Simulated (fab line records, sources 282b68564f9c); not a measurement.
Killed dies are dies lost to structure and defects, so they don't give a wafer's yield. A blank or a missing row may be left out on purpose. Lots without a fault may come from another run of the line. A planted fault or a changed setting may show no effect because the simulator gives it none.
fab line records | flow rit_cmos
record lots=6 wafers=18 last_day=8
route steps=202 shown ACTIVE@18 FOX1@20 FOX2@23 NWELL@28 M1@202
lots that met no fault: from a run of the same line without faults
start_h: hours from the record's first day to the start of the lot's first wafer shown | wait_h: hours since the lot's step before | " the same as in the row above | L1.1+2: a row that stands for several wafers | - no value, or no start given | * or withheld: withheld | < > ~ a bound
route shown NAME@n: a module of which the file shows steps, and the number in the route of the first | usual: mean/standard deviation of fault-free wafers | same: alike in all rows | chamber/n: place in a boat | sites: the reading at each site | _std_site: their standard deviation | _edge_site: outer sites' mean less inner sites' | radius_mm: how far each site lies from the wafer's centre | mask NAME#n: copy n | behind: the tool/chamber that last shaped the wafer | hold: why the lot was held/for how many hours/how that ended | device: the transistor (n, p or np) that didn't switch | end of line: the same wafers' tests at the end of the route | a step without rows: its recipe alone | killed: dies lost to structure and defects at the first sort, not the wafer's yield | map: a wafer's dies, x killed, . not, _ none there
set.NAME: the setting as run; set.NAME@STEP: as run at that earlier step | model.NAME: the simulator's own value behind a step, which no gauge read
lots at some steps of the route; a table a step, a row a wafer
## steps
# step RIT_ACTIVE_CLEAN_16
# recipe chemistry=dHF dilution=50:1 time_s=30
# step RIT_ACTIVE_CLEAN_17
# recipe chemistry=SC2 mix=3:3:50 time_s=600 temp_c=75 dry=n2_spin
# step RIT_FOX1_OXIDATION_00
# recipe temp_c=1100 ambient=H2O target_thk_a=3507 p_h2o_torr=720 ox_time_s=1130
# step RIT_FOX1_THK_MEAS_01
# recipe reads=SiO2_of_FOX1_OXIDATION_00
# usual FOX1_OXIDE_THK=350/5.8
# columns lot.wafer tool chamber start_h wait_h FOX1_OXIDE_THK[nm]
L655.1 film_metro-02 - 18.38 0.0 353
L655.3 " - " " 346
L655.5 " - " " 345
L661.1 film_metro-02 - 48.84 0.0 361
L661.2 " - " " 351
L661.5 " - " " 354
L669.1 film_metro-02 - 88.36 0.0 349
L669.5 " - " " 351
L669.6 " - " " 348
L672.3 film_metro-01 - 103.54 0.0 348
L672.4 " - " " 354
L672.6 " - " " 354
L673.3 film_metro-01 - 106.96 0.0 352
L673.4 " - " " 350
L673.6 " - " " 341
L678.1 film_metro-04 - 134.44 0.0 358
L678.2 " - " " 359
L678.4 " - " " 354
# step RIT_FOX1_WET_ETCH_02
# recipe chemistry=BOE target_depth_nm=350 time_s=390 temp_c=21.5 dry=n2_spin dilution=10:1 target=SiO2
# step RIT_FOX2_OXIDATION_00
# recipe temp_c=1100 ambient=H2O target_thk_a=3507 p_h2o_torr=720 ox_time_s=1130
# step RIT_FOX2_THK_MEAS_01
# recipe reads=SiO2_of_FOX2_OXIDATION_00
# usual FOX2_OXIDE_THK=352/6.5
# columns lot.wafer tool chamber start_h wait_h FOX2_OXIDE_THK[nm]
L655.1 film_metro-03 - 22.57 0.0 351
L655.3 " - " " 356
L655.5 " - " " 352
L661.1 film_metro-04 - 50.33 0.0 355
L661.2 " - " " 352
L661.5 " - " " 360
L669.1 film_metro-02 - 89.85 0.0 350
L669.5 " - " " 348
L669.6 " - " " 354
L672.3 film_metro-02 - 105.04 0.0 361
L672.4 " - " " 360
L672.6 " - " " 353
L673.3 film_metro-04 - 108.45 0.0 344
L673.4 " - " " 347
L673.6 " - " " 341
L678.1 film_metro-04 - 138.36 0.0 350
L678.2 " - " " 346
L678.4 " - " " 345
# step RIT_FOX2_CLEAN_02
# recipe chemistry=dHF dilution=50:1 time_s=180
# step RIT_FOX2_WET_ETCH_03
# recipe chemistry=H3PO4 target=Si3N4 target_depth_nm=195 temp_c=165 time_s=2700
# step RIT_FOX2_THK_MEAS_90
# recipe reads=SiO2_of_FOX2_OXIDATION_00
# usual FIELD_OXIDE_LEFT_1_THK=325/6.4
# columns lot.wafer tool chamber start_h wait_h FIELD_OXIDE_LEFT_1_THK[nm]
L655.1 film_metro-03 - 23.45 0.0 324
L655.3 " - " " 328
L655.5 " - " " 325
L661.1 film_metro-03 - 51.27 0.0 327
L661.2 " - " " 325
L661.5 " - " " 333
L669.1 film_metro-02 - 90.73 0.0 323
L669.5 " - " " 320
L669.6 " - " " 327
L672.3 film_metro-04 - 105.92 0.0 333
L672.4 " - " " 332
L672.6 " - " " 326
L673.3 film_metro-02 - 110.15 0.0 316
L673.4 " - " " 319
L673.6 " - " " 313
L678.1 film_metro-02 - 139.32 0.0 323
L678.2 " - " " 318
L678.4 " - " " 317
# step RIT_NWELL_HMDS_00
# recipe prime_time_s=60 prime_temp_c=140
# step RIT_NWELL_COAT_01
# recipe resist=NOVOLAK spin_rpm=2000 resist_thk_nm=1300
# step RIT_NWELL_SOFTBAKE_02
# recipe resist=NOVOLAK temp_c=90 time_s=60
# usual exhaust_pa=45.0/0.85 heater_power_total_W=34.56/0.049 plate_temp_C=90.01/0.13
# columns lot.wafer tool chamber start_h wait_h exhaust_pa heater_power_total_W plate_temp_C
L655.1 litho_track-01 0 23.81 0.1 45.7 34.60 90.10
L655.3 " 0 " " 44.9 34.60 89.91
L655.5 " 0 " " 44.7 34.61 89.88
L661.1 litho_track-01 0 51.65 0.1 44.7 34.62 90.30
L661.2 " 0 " " 45.7 34.57 90.07
L661.5 " 0 " " 45.6 34.53 90.28
L669.1 litho_track-03 0 91.09 0.1 45.5 34.52 89.96
L669.5 " 0 " " 44.1 34.58 90.22
L669.6 " 0 " " 44.7 34.53 90.13
L672.3 litho_track-03 0 106.31 0.1 45.9 34.88 90.75
L672.4 " 0 " " 46.4 34.82 90.84
L672.6 " 0 " " 45.4 34.87 90.70
L673.3 litho_track-03 0 110.54 0.1 45.6 34.94 90.68
L673.4 " 0 " " 43.9 34.84 90.59
L673.6 " 0 " " 43.5 34.84 90.64
L678.1 litho_track-04 0 139.68 0.1 44.8 34.50 90.05
L678.2 " 0 " " 45.2 34.55 89.80
L678.4 " 0 " " 45.2 34.62 90.00
# step RIT_NWELL_EXPOSE_03
# recipe mask_id=M2 na=0.57 target_cd_nm=43900 dose_mj=250
# step RIT_M1_PROBE_99
# usual killed_at_contacts=0.1/0.31 killed_at_front_end=7/3 killed_dies=7/3 killed_open=3.8/2.1 killed_short=3.6/1.9
# same gross_dies=264 killed_at_M0_to_M3=0 killed_at_M4_up=0 killed_at_back_side=0 killed_at_other=0
# columns lot.wafer tool chamber start_h wait_h killed_at_contacts killed_at_front_end killed_dies killed_open killed_short
L655.1 prober-01 - 67.86 0.1 1 5 6 4 2
L655.3 prober-01 - 67.96 0.2 0 11 11 5 6
L655.5 prober-01 - 68.06 0.2 0 3 3 0 3
L661.1 prober-01 - 93.34 0.1 0 10 10 6 4
L661.2 prober-01 - 93.39 0.1 0 12 12 5 7
L661.5 prober-01 - 93.54 0.2 1 8 9 5 4
L669.1 prober-01 - 129.22 0.1 0 9 9 3 6
L669.5 prober-01 - 129.42 0.2 0 8 8 2 6
L669.6 prober-01 - 129.47 0.2 0 9 9 1 8
L672.3 prober-02 - 144.86 0.2 0 5 5 2 3
L672.4 prober-02 - 144.91 0.2 1 10 11 5 6
L672.6 prober-02 - 145.01 0.2 0 11 11 2 9
L673.3 prober-01 - 155.53 0.2 0 5 5 2 3
L673.4 prober-01 - 155.58 0.2 0 11 11 5 6
L673.6 prober-01 - 155.68 0.2 0 9 9 6 3
L678.1 prober-01 - 187.19 0.1 0 6 6 3 3
L678.2 prober-01 - 187.24 0.1 0 4 4 4 0
L678.4 prober-01 - 187.34 0.2 0 7 7 5 2
# killed by level:class
L655.1 SPACER:geometric_particle:open=3 REOX:geometric_particle:open=1 SPACER:geometric_particle:short=1 CONTACT:geometric_particle:short=1
L655.3 GATE:geometric_particle:short=3 REOX:geometric_particle:short=3 FOX2:geometric_particle:open=1 GATE:geometric_particle:open=1 REOX:geometric_particle:open=1 SPACER:geometric_particle:open=1 SILICIDE:geometric_particle:open=1
L655.5 FOX1:geometric_particle:short=1 FOX2:geometric_particle:short=1 GATE:geometric_particle:short=1
L661.1 REOX:geometric_particle:open=3 FOX1:geometric_particle:short=2 SPACER:geometric_particle:open=2 GATE:geometric_particle:open=1 REOX:geometric_particle:short=1 SPACER:geometric_particle:short=1
L661.2 REOX:geometric_particle:open=3 REOX:geometric_particle:short=3 GATE:geometric_particle:open=2 SPACER:geometric_particle:short=2 FOX1:geometric_particle:short=1 SILICIDE:geometric_particle:short=1
L661.5 GATE:geometric_particle:open=3 GATE:geometric_particle:short=2 FOX2:geometric_particle:open=1 FOX2:geometric_particle:short=1 SPACER:geometric_particle:short=1 CONTACT:geometric_particle:open=1
L669.1 GATE:geometric_particle:open=3 GATE:geometric_particle:short=3 FOX1:geometric_particle:short=2 REOX:geometric_particle:short=1
L669.5 REOX:geometric_particle:short=3 FOX1:geometric_particle:open=1 FOX1:geometric_particle:short=1 REOX:geometric_particle:open=1 SPACER:geometric_particle:short=1 SILICIDE:geometric_particle:short=1
L669.6 GATE:geometric_particle:short=3 REOX:geometric_particle:short=3 FOX1:geometric_particle:short=1 GATE:geometric_particle:open=1 SPACER:geometric_particle:short=1
L672.3 FOX1:geometric_particle:short=1 GATE:geometric_particle:short=1 GATE:geometric_particle:open=1 SPACER:geometric_particle:short=1 SILICIDE:geometric_particle:open=1
L672.4 REOX:geometric_particle:short=3 FOX1:geometric_particle:open=2 FOX2:geometric_particle:open=2 GATE:geometric_particle:short=2 REOX:geometric_particle:open=1 CONTACT:geometric_particle:short=1
L672.6 REOX:geometric_particle:short=3 GATE:geometric_particle:short=2 GATE:geometric_particle:open=2 SILICIDE:geometric_particle:short=2 FOX1:geometric_particle:short=1 SPACER:geometric_particle:short=1
L673.3 REOX:geometric_particle:short=2 FOX1:geometric_particle:short=1 REOX:geometric_particle:open=1 SILICIDE:geometric_particle:open=1
L673.4 GATE:geometric_particle:open=3 GATE:geometric_particle:short=3 FOX2:geometric_particle:short=1 FOX2:geometric_particle:open=1 SPACER:geometric_particle:short=1 SILICIDE:geometric_particle:short=1 SILICIDE:geometric_particle:open=1
L673.6 GATE:geometric_particle:open=4 REOX:geometric_particle:open=2 GATE:geometric_particle:short=1 REOX:geometric_particle:short=1 SILICIDE:geometric_particle:short=1
L678.1 FOX2:geometric_particle:short=1 GATE:geometric_particle:short=1 GATE:geometric_particle:open=1 REOX:geometric_particle:open=1 SPACER:geometric_particle:short=1 SILICIDE:geometric_particle:open=1
L678.2 GATE:geometric_particle:open=2 REOX:geometric_particle:open=1 SPACER:geometric_particle:open=1
L678.4 REOX:geometric_particle:open=2 SILICIDE:geometric_particle:open=2 GATE:geometric_particle:open=1 GATE:geometric_particle:short=1 REOX:geometric_particle:short=1
## key
first_sign step=RIT_NWELL_SOFTBAKE_02 reading=heater_power_total_W direction=up sigmas=6.4 usual=34.56 struck=34.87
effect step=RIT_NWELL_SOFTBAKE_02 reading=plate_temp_C direction=up sigmas=5.3 usual=* struck=*
met_at RIT_NWELL_SOFTBAKE_02
struck_wafers L672.3,L672.4,L672.6,L673.3,L673.4,L673.6
tester_left_out L672,L673
onset_between 91.09 106.31
fault kind=process_parameter_drift tool=litho_track-03 chamber=- onset_h=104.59 steps=RIT_NWELL_SOFTBAKE_02 channel=temp_c offset=* shape=step end_h=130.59 acts_in=* stated=*
# tester_left_out: of these lots the tester's yield and bins aren't shown, on N5 and GAA mostly nor the transistor test; their killed dies are dies lost to structure and defects alone, not to doping, threshold or leakage, so they don't give the yield
